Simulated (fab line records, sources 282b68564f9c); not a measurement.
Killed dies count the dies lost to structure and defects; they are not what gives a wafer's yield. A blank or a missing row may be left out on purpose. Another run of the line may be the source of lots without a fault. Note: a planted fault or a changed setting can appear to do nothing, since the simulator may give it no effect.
fab line records	flow ritCmos
record lots=6	wafers=18	lastDay=7
route steps=202 shown GATE@83 REOX@98 NLDD@103 PLDD@114 M1@202
lots that met no fault: taken from a fault-free run of the same line
startH: hours from the record's opening day to when the first of the lot's shown wafers began	waitH: time in hours since the lot's previous step	" identical to the entry in the row above	L1.1+2: one row covering several wafers at once	- no value present, or no start provided	* or withheld: withheld	< > ~ a bound
route shown NAME@n: NAME is a module with steps in the file, n the number in the route of the first one	usual: mean/standard deviation of fault-free wafers	same: alike in all rows	chamber/n: place in a boat	sites: readings site by site	_std_site: standard deviation of those values	_edge_site: the outer-site mean with the inner-site mean subtracted	radiusMm: for every site, how far away it sits from the centre of the wafer	mask NAME#n: copy n	behind: the tool/chamber that last shaped the wafer	hold: reason for holding the lot/hours on hold/outcome of the hold	device: whichever transistor did not switch (one of n, p or np)	end of line: tests run on the same wafers once the route is complete	a step given without rows: its recipe and nothing more	killed: not the wafer's yield, but the dies lost to structure and defects at the first sort	map: the dies of a wafer, with x for killed, . for not killed, _ for no die there
set.NAME: the setting the step ran with; set.NAME@STEP: the setting that earlier step ran with	model.NAME: the simulator's own value behind a step, which no gauge read
lots at selected steps of the route; one table per step, one row per wafer
services: when a tool's chamber went out of use (startH, in hours from the record's first day, below 0 if earlier), for how many hours, and the reason
## steps
# step RIT_GATE_THK_MEAS_07
# recipe reads=SiO2_of_GATE_OXIDATION_05
# usual GATE_OXIDE_THK=3.01/0.069
lot.wafer	tool	chamber	startH	waitH	GATE_OXIDE_THK[nm]
L623.1	filmMetro-01	-	52.43	0.0	3.01
L623.3	"	-	"	"	3.00
L623.4	"	-	"	"	3.00
L627.3	filmMetro-02	-	74.35	0.0	2.99
L627.4	"	-	"	"	2.98
L627.6	"	-	"	"	2.99
L631.2	filmMetro-03	-	96.90	0.0	2.87
L631.3	"	-	"	"	2.87
L631.4	"	-	"	"	2.92
L633.1	filmMetro-03	-	99.45	0.0	3.03
L633.3	"	-	"	"	2.97
L633.6	"	-	"	"	3.07
L638.1	filmMetro-02	-	125.19	0.0	3.00
L638.2	"	-	"	"	3.01
L638.6	"	-	"	"	2.96
L640.3	filmMetro-01	-	135.82	0.0	3.07
L640.4	"	-	"	"	3.08
L640.5	"	-	"	"	3.09
# step RIT_GATE_CVD_08
# recipe material=poly-Si	targetThkNm=250	tempC=610	precursor=SiH4	timeS=2220	pressureMtorr=300	sih4FlowSccm=102.1
# step RIT_GATE_THK_MEAS_09
# recipe reads=poly-Si_of_GATE_CVD_08
# usual GATE_POLY_THK=255.0/2
lot.wafer	tool	chamber	startH	waitH	GATE_POLY_THK[nm]
L623.1	filmMetro-02	-	54.10	0.0	257.1
L623.3	"	-	"	"	254.9
L623.4	"	-	"	"	255.8
L627.3	filmMetro-02	-	76.02	0.0	253.8
L627.4	"	-	"	"	255.7
L627.6	"	-	"	"	256.9
L631.2	filmMetro-01	-	98.57	0.0	255.4
L631.3	"	-	"	"	256.0
L631.4	"	-	"	"	255.5
L633.1	filmMetro-02	-	101.17	0.0	256.6
L633.3	"	-	"	"	257.5
L633.6	"	-	"	"	257.1
L638.1	filmMetro-02	-	126.86	0.0	257.3
L638.2	"	-	"	"	257.3
L638.6	"	-	"	"	257.3
L640.3	filmMetro-01	-	137.53	0.0	250.3
L640.4	"	-	"	"	253.9
L640.5	"	-	"	"	252.8
# step RIT_GATE_HMDS_10
# recipe primeTimeS=60	primeTempC=140
# step RIT_GATE_COAT_11
# recipe resist=NOVOLAK	spinRpm=4250	resistThkNm=850
# step RIT_GATE_SOFTBAKE_12
# recipe resist=NOVOLAK	tempC=90	timeS=60
# step RIT_GATE_EXPOSE_13
# recipe maskId=M6	na=0.6	sourceShape=conventional	sigmaOuter=0.6	targetCdNm=150	doseMj=380
# step RIT_GATE_PEB_14
# recipe resist=NOVOLAK	tempC=withheld	timeS=withheld
# step RIT_GATE_DEVELOP_15
# recipe resist=NOVOLAK	developTimeS=50	devTempC=23
# step RIT_GATE_CD_MEAS_16
# recipe targetCdNm=150
# usual cdNm=149.8/2.5
lot.wafer	tool	chamber	startH	waitH	cdNm
L623.1	cdSem-02	-	55.12	-	155.0
L623.3	"	-	"	"	154.1
L623.4	"	-	"	"	153.8
L627.3	cdSem-01	-	76.95	-	150.1
L627.4	"	-	"	"	152.4
L627.6	"	-	"	"	150.7
L631.2	cdSem-02	-	99.75	-	149.1
L631.3	"	-	"	"	149.0
L631.4	"	-	"	"	149.0
L633.1	cdSem-01	-	102.20	-	148.5
L633.3	"	-	"	"	148.7
L633.6	"	-	"	"	148.1
L638.1	cdSem-02	-	127.90	-	148.7
L638.2	"	-	"	"	148.0
L638.6	"	-	"	"	147.4
L640.3	cdSem-02	-	138.58	-	150.6
L640.4	"	-	"	"	150.3
L640.5	"	-	"	"	147.7
# step RIT_GATE_OVL_MEAS_17
# usual GATE_OVL=-0.4/1.4
lot.wafer	tool	chamber	startH	waitH	GATE_OVL[nm]
L623.1	overlay-02	-	55.24	0.1	-0.6
L623.3	"	-	"	"	-2.1
L623.4	"	-	"	"	-0.6
L627.3	overlay-01	-	77.04	0.1	-0.7
L627.4	"	-	"	"	0.1
L627.6	"	-	"	"	-1.3
L631.2	overlay-01	-	99.86	0.1	-1.6
L631.3	"	-	"	"	0.1
L631.4	"	-	"	"	-2.0
L633.1	overlay-01	-	102.32	0.1	4.5
L633.3	"	-	"	"	0.5
L633.6	"	-	"	"	0.8
L638.1	overlay-01	-	128.02	0.1	-0.4
L638.2	"	-	"	"	-0.4
L638.6	"	-	"	"	-0.2
L640.3	overlay-01	-	138.68	0.1	-1.8
L640.4	"	-	"	"	-0.7
L640.5	"	-	"	"	0.9
# step RIT_GATE_HARDBAKE_18
# recipe resist=NOVOLAK	tempC=140	timeS=60
# step RIT_GATE_ETCH_19
# recipe chemistry=SF6/CHF3/O2	timeS=165	SF6_flow_sccm=30	CHF3_flow_sccm=30	O2_flow_sccm=5	target=poly-Si	pressureMtorr=40	rfW=160	targetDepthA=3125	overEtchFrac=0.25	stopOn=SiO2
# usual drypumpMotorCurrentA=5.7/0.39	oesProductAu=0.860/0.013	rfFwdPowerW=159.2/0.52	throttleValvePct=10.22/0.13
# same timeS=165
lot.wafer	tool	chamber	startH	waitH	drypumpMotorCurrentA	oesProductAu	rfFwdPowerW	rfHoursCounterH	throttleValvePct
L623.1	rieSi-02	0	55.44	0.1	5.6	0.864	159.1	155	10.43
L623.3	"	3	"	"	5.2	0.863	160.1	58	10.36
L623.4	"	1	"	"	5.8	0.846	158.8	52	10.14
L627.3	rieSi-02	2	77.22	0.1	5.8	0.844	159.1	2	10.10
L627.4	"	1	"	"	5.7	0.857	160.1	52	10.13
L627.6	"	2	"	"	5.8	0.851	158.2	-	10.10
L631.2	rieSi-02	1	100.15	0.1	5.8	0.856	159.4	53	10.14
L631.3	"	3	"	"	5.2	0.869	159.6	58	10.37
L631.4	"	3	"	"	5.2	0.855	159.9	-	10.34
L633.1	rieSi-02	3	102.51	0.1	5.3	0.867	160.0	58	10.34
L633.3	"	2	"	"	5.8	0.843	159.7	3	10.10
L633.6	"	3	"	"	5.2	0.864	160.1	-	10.36
L638.1	rieSi-01	1	128.20	0.1	5.8	0.882	159.0	84	10.29
L638.2	"	3	"	"	5.8	0.869	159.5	7	10.09
L638.6	"	1	"	"	5.8	0.886	158.6	-	10.29
L640.3	rieSi-01	2	138.85	0.1	6.3	0.829	160.3	51	10.08
L640.4	"	3	"	"	5.8	0.853	158.9	7	10.08
L640.5	"	2	"	"	6.3	0.849	159.6	-	10.08
# step RIT_GATE_STRIP_20
# recipe chemistry=O2	timeS=180	resist=NOVOLAK	platenTempC=withheld	powerW=500	pressureMtorr=4000	o2FlowSccm=4000
# usual drypumpMotorCurrentA=5.6/0.47
# same timeS=180
lot.wafer	tool	chamber	startH	waitH	drypumpMotorCurrentA	rfHoursCounterH
L623.1	plasmaAsher-01	0	55.55	0.1	5.9	44
L623.3	"	1	"	"	4.9	-
L623.4	"	0	"	"	5.9	-
L627.3	plasmaAsher-02	1	77.38	0.1	5.8	-
L627.4	"	0	"	"	6.6	-
L627.6	"	0	"	"	6.6	-
L631.2	plasmaAsher-02	0	100.26	0.1	6.5	51
L631.3	"	1	"	"	5.8	-
L631.4	"	0	"	"	6.5	-
L633.1	plasmaAsher-02	1	102.62	0.1	5.8	51
L633.3	"	1	"	"	5.8	-
L633.6	"	1	"	"	5.8	-
L638.1	plasmaAsher-04	0	128.31	0.1	5.6	31
L638.2	"	1	"	"	5.4	31
L638.6	"	1	"	"	5.4	-
L640.3	plasmaAsher-01	0	139.02	0.1	5.9	-
L640.4	"	1	"	"	4.9	-
L640.5	"	0	"	"	5.9	-
# step RIT_GATE_CD_MEAS_90
# recipe targetCdNm=150
# usual cdNm=149.8/2.5
lot.wafer	tool	chamber	startH	waitH	cdNm
L623.1	cdSem-01	-	55.72	0.1	155.5
L623.3	"	-	"	"	154.0
L623.4	"	-	"	"	154.1
L627.3	cdSem-01	-	77.54	0.1	150.4
L627.4	"	-	"	"	152.3
L627.6	"	-	"	"	150.2
L631.2	cdSem-02	-	100.45	0.1	149.0
L631.3	"	-	"	"	149.1
L631.4	"	-	"	"	149.5
L633.1	cdSem-02	-	102.79	0.1	148.8
L633.3	"	-	"	"	148.3
L633.6	"	-	"	"	148.0
L638.1	cdSem-02	-	128.49	0.1	149.1
L638.2	"	-	"	"	147.9
L638.6	"	-	"	"	147.7
L640.3	cdSem-02	-	139.17	0.1	150.2
L640.4	"	-	"	"	150.7
L640.5	"	-	"	"	148.0
# step RIT_REOX_CLEAN_00
# recipe chemistry=SC1	mix=3:3:50	timeS=600	tempC=75
# step RIT_REOX_CLEAN_01
# recipe chemistry=dHF	dilution=50:1	timeS=30
# step RIT_REOX_CLEAN_02
# recipe chemistry=SC2	mix=3:3:50	timeS=600	tempC=75	dry=n2Spin
# step RIT_REOX_OXIDATION_03
# recipe tempC=900	ambient=O2	targetThkA=252	oxTimeS=5580
# step RIT_REOX_THK_MEAS_04
# recipe reads=SiO2_of_REOX_OXIDATION_03
# usual REOX_OXIDE_THK=24.9/0.53
lot.wafer	tool	chamber	startH	waitH	REOX_OXIDE_THK[nm]
L623.1	filmMetro-02	-	59.60	0.0	24.3
L623.3	"	-	"	"	24.4
L623.4	"	-	"	"	24.7
L627.3	filmMetro-01	-	80.70	0.0	25.0
L627.4	"	-	"	"	25.1
L627.6	"	-	"	"	24.9
L631.2	filmMetro-04	-	104.69	0.0	25.3
L631.3	"	-	"	"	25.5
L631.4	"	-	"	"	25.4
L633.1	filmMetro-04	-	108.50	0.0	24.7
L633.3	"	-	"	"	24.6
L633.6	"	-	"	"	24.4
L638.1	filmMetro-01	-	132.99	0.0	24.8
L638.2	"	-	"	"	25.3
L638.6	"	-	"	"	25.1
L640.3	filmMetro-02	-	142.19	0.0	24.9
L640.4	"	-	"	"	24.6
L640.5	"	-	"	"	24.4
# step RIT_NLDD_HMDS_00
# recipe primeTimeS=60	primeTempC=140
# step RIT_NLDD_COAT_01
# recipe resist=NOVOLAK	spinRpm=3299	resistThkNm=1000
# step RIT_NLDD_SOFTBAKE_02
# recipe resist=NOVOLAK	tempC=90	timeS=60
# step RIT_NLDD_EXPOSE_03
# recipe maskId=M7	na=0.57	targetCdNm=40700	doseMj=250
# step RIT_NLDD_PEB_04
# recipe resist=NOVOLAK	tempC=withheld	timeS=withheld
# step RIT_NLDD_DEVELOP_05
# recipe resist=NOVOLAK	developTimeS=51.21	devTempC=23
# step RIT_NLDD_OVL_MEAS_06
# usual NLDD_OVL=1.3/1.4
lot.wafer	tool	chamber	startH	waitH	NLDD_OVL[nm]
L623.1	overlay-02	-	60.51	-	1.0
L623.3	"	-	"	"	-0.2
L623.4	"	-	"	"	0.4
L627.3	overlay-02	-	81.73	-	0.3
L627.4	"	-	"	"	0.8
L627.6	"	-	"	"	-0.7
L631.2	overlay-01	-	105.72	-	2.1
L631.3	"	-	"	"	1.8
L631.4	"	-	"	"	4.6
L633.1	overlay-02	-	109.65	-	1.2
L633.3	"	-	"	"	0.5
L633.6	"	-	"	"	0.6
L638.1	overlay-01	-	134.02	-	2.5
L638.2	"	-	"	"	-0.3
L638.6	"	-	"	"	2.5
L640.3	overlay-01	-	143.09	-	-1.1
L640.4	"	-	"	"	0.4
L640.5	"	-	"	"	-0.6
# step RIT_NLDD_HARDBAKE_07
# recipe resist=NOVOLAK	tempC=140	timeS=60
# step RIT_NLDD_IMPLANT_08
# recipe species=P	energyKev=20	doseCm2=5e+14	tiltDeg=7
# step RIT_NLDD_STRIP_09
# recipe chemistry=O2	timeS=180	resist=NOVOLAK	platenTempC=withheld	powerW=500	pressureMtorr=4000	o2FlowSccm=4000
# usual drypumpMotorCurrentA=5.52/0.28
# same timeS=180
lot.wafer	tool	chamber	startH	waitH	drypumpMotorCurrentA	rfHoursCounterH
L623.1	plasmaAsher-01	0	60.85	0.1	5.87	45
L623.3	"	0	"	"	5.88	-
L623.4	"	1	"	"	4.94	-
L627.3	plasmaAsher-01	1	82.11	0.1	4.91	-
L627.4	"	0	"	"	5.88	-
L627.6	"	0	"	"	5.85	-
L631.2	plasmaAsher-04	1	106.05	0.1	5.42	28
L631.3	"	0	"	"	5.57	-
L631.4	"	1	"	"	5.42	-
L633.1	plasmaAsher-03	1	109.99	0.1	5.61	37
L633.3	"	0	"	"	5.69	-
L633.6	"	0	"	"	5.69	-
L638.1	plasmaAsher-03	0	134.36	0.1	5.69	40
L638.2	"	1	"	"	5.59	40
L638.6	"	1	"	"	5.61	-
L640.3	plasmaAsher-04	0	143.48	0.1	5.60	-
L640.4	"	1	"	"	5.41	-
L640.5	"	0	"	"	5.60	-
# step RIT_NLDD_TW_MEAS_10
# usual NLDD_TW=2478/23
lot.wafer	tool	chamber	startH	waitH	NLDD_TW
L623.1	filmMetro-03	-	61.02	0.1	2449
L623.3	"	-	"	"	2450
L623.4	"	-	"	"	2457
L627.3	filmMetro-04	-	82.24	0.1	2487
L627.4	"	-	"	"	2498
L627.6	"	-	"	"	2493
L631.2	filmMetro-04	-	106.24	0.1	2482
L631.3	"	-	"	"	2485
L631.4	"	-	"	"	2482
L633.1	filmMetro-03	-	110.16	0.1	2452
L633.3	"	-	"	"	2451
L633.6	"	-	"	"	2450
L638.1	filmMetro-03	-	134.53	0.1	2467
L638.2	"	-	"	"	2459
L638.6	"	-	"	"	2463
L640.3	filmMetro-04	-	143.70	0.2	2485
L640.4	"	-	"	"	2488
L640.5	"	-	"	"	2480
# step RIT_PLDD_HMDS_00
# recipe primeTimeS=60	primeTempC=140
# step RIT_PLDD_COAT_01
# recipe resist=NOVOLAK	spinRpm=3250	resistThkNm=1000
# step RIT_PLDD_SOFTBAKE_02
# recipe resist=NOVOLAK	tempC=90	timeS=60
# step RIT_PLDD_EXPOSE_03
# recipe maskId=M8	na=0.57	targetCdNm=40900	doseMj=250
# step RIT_PLDD_PEB_04
# recipe resist=NOVOLAK	tempC=withheld	timeS=withheld
# step RIT_PLDD_DEVELOP_05
# recipe resist=NOVOLAK	developTimeS=50	devTempC=23
# step RIT_PLDD_OVL_MEAS_06
# usual PLDD_OVL=0.3/1.2
lot.wafer	tool	chamber	startH	waitH	PLDD_OVL[nm]
L623.1	overlay-01	-	62.06	-	0.6
L623.3	"	-	"	"	-1.1
L623.4	"	-	"	"	1.5
L627.3	overlay-02	-	83.15	-	1.5
L627.4	"	-	"	"	3.3
L627.6	"	-	"	"	2.3
L631.2	overlay-01	-	107.17	-	0.1
L631.3	"	-	"	"	1.5
L631.4	"	-	"	"	0.5
L633.1	overlay-02	-	111.18	-	1.4
L633.3	"	-	"	"	2.5
L633.6	"	-	"	"	0.3
L638.1	overlay-02	-	135.44	-	2.4
L638.2	"	-	"	"	1.7
L638.6	"	-	"	"	1.9
L640.3	overlay-02	-	145.04	-	-0.9
L640.4	"	-	"	"	-0.6
L640.5	"	-	"	"	0.8
# step RIT_PLDD_HARDBAKE_07
# recipe resist=NOVOLAK	tempC=140	timeS=60
# step RIT_PLDD_IMPLANT_08
# recipe species=BF2	energyKev=20	doseCm2=8.828e+14	tiltDeg=7
# step RIT_PLDD_STRIP_09
# recipe chemistry=O2	timeS=180	resist=NOVOLAK	platenTempC=withheld	powerW=500	pressureMtorr=4000	o2FlowSccm=4000
# usual drypumpMotorCurrentA=5.7/0.47
# same timeS=180
lot.wafer	tool	chamber	startH	waitH	drypumpMotorCurrentA	rfHoursCounterH
L623.1	plasmaAsher-01	1	62.40	0.1	4.9	45
L623.3	"	0	"	"	5.9	-
L623.4	"	1	"	"	4.9	-
L627.3	plasmaAsher-02	0	83.53	0.1	6.5	-
L627.4	"	1	"	"	5.8	-
L627.6	"	0	"	"	6.5	-
L631.2	plasmaAsher-01	0	107.57	0.1	5.8	50
L631.3	"	0	"	"	5.8	-
L631.4	"	1	"	"	4.9	-
L633.1	plasmaAsher-03	0	111.51	0.1	5.7	37
L633.3	"	1	"	"	5.6	-
L633.6	"	1	"	"	5.6	-
L638.1	plasmaAsher-03	1	135.78	0.1	5.6	40
L638.2	"	0	"	"	5.7	40
L638.6	"	1	"	"	5.6	-
L640.3	plasmaAsher-01	1	145.42	0.1	4.9	-
L640.4	"	0	"	"	5.9	-
L640.5	"	0	"	"	5.9	-
# step RIT_PLDD_TW_MEAS_10
# usual PLDD_TW=2324/20
lot.wafer	tool	chamber	startH	waitH	PLDD_TW
L623.1	filmMetro-04	-	62.57	0.1	2311
L623.3	"	-	"	"	2325
L623.4	"	-	"	"	2323
L627.3	filmMetro-04	-	83.67	0.1	2327
L627.4	"	-	"	"	2310
L627.6	"	-	"	"	2336
L631.2	filmMetro-03	-	107.76	0.1	2296
L631.3	"	-	"	"	2288
L631.4	"	-	"	"	2298
L633.1	filmMetro-01	-	111.69	0.1	2346
L633.3	"	-	"	"	2342
L633.6	"	-	"	"	2349
L638.1	filmMetro-04	-	135.95	0.1	2315
L638.2	"	-	"	"	2321
L638.6	"	-	"	"	2324
L640.3	filmMetro-01	-	145.56	0.1	2341
L640.4	"	-	"	"	2336
L640.5	"	-	"	"	2361
# step RIT_M1_PROBE_99
# usual killed_at_M0_to_M3=0.0/0.12	killedAtFrontEnd=7/3	killedDies=7/3	killedOnRim=1.7/1.4	killedOpen=3.2/2	killedShort=3.5/2.1
# same grossDies=264	killed_at_M4_up=0	killedAtBackSide=0	killedAtContacts=0	killedAtOther=0
lot.wafer	tool	chamber	startH	waitH	hold	killed_at_M0_to_M3	killedAtFrontEnd	killedDies	killedOnRim	killedOpen	killedShort
L623.1	prober-01	-	76.49	0.1	-	0	6	6	3	2	4
L623.3	prober-01	-	76.59	0.2	-	0	2	2	2	1	1
L623.4	prober-01	-	76.64	0.2	-	1	4	5	2	1	4
L627.3	prober-01	-	98.61	0.2	-	0	6	6	0	3	3
L627.4	prober-01	-	98.66	0.2	-	0	12	12	1	8	4
L627.6	prober-01	-	98.76	0.2	-	0	6	6	2	3	3
L631.2	prober-01	-	122.67	0.1	awaitDispo/4.6h/release	0	7	7	0	5	2
L631.3	prober-01	-	122.72	0.2	awaitDispo/4.6h/release	0	20	20	10	2	2
L631.4	prober-01	-	122.77	0.2	awaitDispo/4.6h/release	0	23	23	10	7	2
L633.1	prober-01	-	126.13	0.1	awaitDispo/1.1h/release	0	22	22	12	1	5
L633.3	prober-01	-	126.23	0.2	awaitDispo/1.1h/release	0	9	9	1	8	1
L633.6	prober-01	-	126.38	0.2	awaitDispo/1.1h/release	0	23	23	10	4	5
L638.1	prober-02	-	150.68	0.1	-	0	4	4	0	2	2
L638.2	prober-02	-	150.73	0.1	-	0	8	8	3	3	5
L638.6	prober-02	-	150.93	0.2	-	0	5	5	0	1	4
L640.3	prober-02	-	161.59	0.2	-	0	6	6	0	3	3
L640.4	prober-02	-	161.64	0.2	-	0	5	5	1	2	3
L640.5	prober-02	-	161.69	0.2	-	0	4	4	1	0	4
# killed by level:class
L623.1 SPACER:geometricParticle:short=3 GATE:geometricParticle:short=1 REOX:geometricParticle:open=1 SILICIDE:geometricParticle:open=1
L623.3 GATE:geometricParticle:short=1 GATE:geometricParticle:open=1
L623.4 FOX2:geometricParticle:short=2 GATE:geometricParticle:short=2 M1:geometricParticle:open=1
L627.3 GATE:geometricParticle:short=2 FOX1:geometricParticle:open=1 GATE:geometricParticle:open=1 REOX:geometricParticle:short=1 REOX:geometricParticle:open=1
L627.4 GATE:geometricParticle:open=3 FOX1:geometricParticle:open=2 GATE:geometricParticle:short=2 FOX1:geometricParticle:short=1 FOX2:geometricParticle:open=1 REOX:geometricParticle:open=1 SPACER:geometricParticle:open=1 SILICIDE:geometricParticle:short=1
L627.6 REOX:geometricParticle:open=2 FOX1:geometricParticle:short=1 FOX2:geometricParticle:short=1 GATE:geometricParticle:short=1 SPACER:geometricParticle:open=1
L631.2 FOX1:geometricParticle:open=1 FOX1:geometricParticle:short=1 GATE:geometricParticle:open=1 REOX:geometricParticle:short=1 REOX:geometricParticle:open=1 SPACER:geometricParticle:open=1 SILICIDE:geometricParticle:open=1
L631.3 GATE:unspecified=16 FOX2:geometricParticle:open=1 GATE:geometricParticle:open=1 GATE:geometricParticle:short=1 SPACER:geometricParticle:short=1
L631.4 GATE:unspecified=14 FOX1:geometricParticle:open=3 FOX1:geometricParticle:short=1 GATE:geometricParticle:open=1 GATE:geometricParticle:short=1 REOX:geometricParticle:open=1 SPACER:geometricParticle:open=1 SILICIDE:geometricParticle:open=1
L633.1 GATE:unspecified=16 GATE:geometricParticle:short=3 FOX1:geometricParticle:open=1 FOX2:geometricParticle:short=1 SILICIDE:geometricParticle:short=1
L633.3 FOX1:geometricParticle:open=3 SILICIDE:geometricParticle:open=3 GATE:geometricParticle:open=2 SILICIDE:geometricParticle:short=1
L633.6 GATE:unspecified=14 SILICIDE:geometricParticle:open=3 GATE:geometricParticle:short=2 FOX1:geometricParticle:short=1 FOX2:geometricParticle:short=1 GATE:geometricParticle:open=1 REOX:geometricParticle:short=1
L638.1 SILICIDE:geometricParticle:short=2 FOX1:geometricParticle:open=1 SILICIDE:geometricParticle:open=1
L638.2 GATE:geometricParticle:short=3 SPACER:geometricParticle:short=2 SILICIDE:geometricParticle:open=2 SPACER:geometricParticle:open=1
L638.6 GATE:geometricParticle:short=2 FOX1:geometricParticle:short=1 GATE:geometricParticle:open=1 REOX:geometricParticle:short=1
L640.3 FOX1:geometricParticle:short=1 FOX2:geometricParticle:short=1 FOX2:geometricParticle:open=1 REOX:geometricParticle:short=1 REOX:geometricParticle:open=1 SPACER:geometricParticle:open=1
L640.4 REOX:geometricParticle:short=3 FOX1:geometricParticle:open=1 SPACER:geometricParticle:open=1
L640.5 FOX1:geometricParticle:short=1 FOX2:geometricParticle:short=1 REOX:geometricParticle:short=1 SPACER:geometricParticle:short=1
# map L631.4 (x killed, . not)
________......x_______
_____.........xxxx____
____...........xxxx___
___..x..........xxxx__
__.....x.........x..._
__.......x..........._
_.....................
_.x............xx.....
_....x.....x..........
_.....................
__..................._
__..................._
___.................__
____...............___
_____............x____
________......._______
# map L633.6 (x killed, . not)
________...x..x_______
_____.......x.xxxx____
____.....x.x...xxxx___
___.......x.....xxx.__
__...............x..._
__..................._
_.....................
_.....................
_...........x.........
_.....x...............
__...x..............._
__..................._
___.................__
____...........x...___
_____...x.........____
________......._______
## services
tool	chamber	startH	hours	kind
plasmaAsher-04	-	53.58	5.2	repair
plasmaAsher-03	-	56.99	10.5	repair
plasmaAsher-04	-	67.21	15.6	pm
rieSi-02	0	87.29	-	clean
rieSi-02	0	87.29	21.5	scheduledDown
rieSi-02	0	87.29	21.5	ventCycle
rieSi-02	3	88.75	4.5	repair
plasmaAsher-04	-	96.40	2.3	repair
plasmaAsher-02	-	108.75	9.0	pm
plasmaAsher-02	0	108.75	9.0	ventCycle
plasmaAsher-02	1	108.75	9.0	ventCycle
plasmaAsher-02	0	117.75	-	clean
plasmaAsher-02	1	117.75	-	clean
plasmaAsher-01	-	129.00	5.6	repair
## key
firstSign step=RIT_M1_PROBE_99	reading=killedAtFrontEnd	direction=up	sigmas=5.1	usual=7	struck=22
effect step=RIT_M1_PROBE_99	reading=killedDies	direction=up	sigmas=5	usual=7	struck=22
metAt RIT_GATE_ETCH_19
struckWafers L631.3,L631.4,L633.1,L633.6
testerLeftOut L631,L633
onsetBetween 55.44 100.15
fault kind=chamberParticleSource	tool=rieSi-02	chamber=3	onsetH=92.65	steps=RIT_GATE_ETCH_19	ratePerVisitCm2=1.9667	endH=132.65
# testerLeftOut: of these lots the tester's yield and bins aren't shown, on N5 and GAA mostly nor the transistor test; their killed dies are dies lost to structure and defects alone, not to doping, threshold or leakage, so they don't give the yield
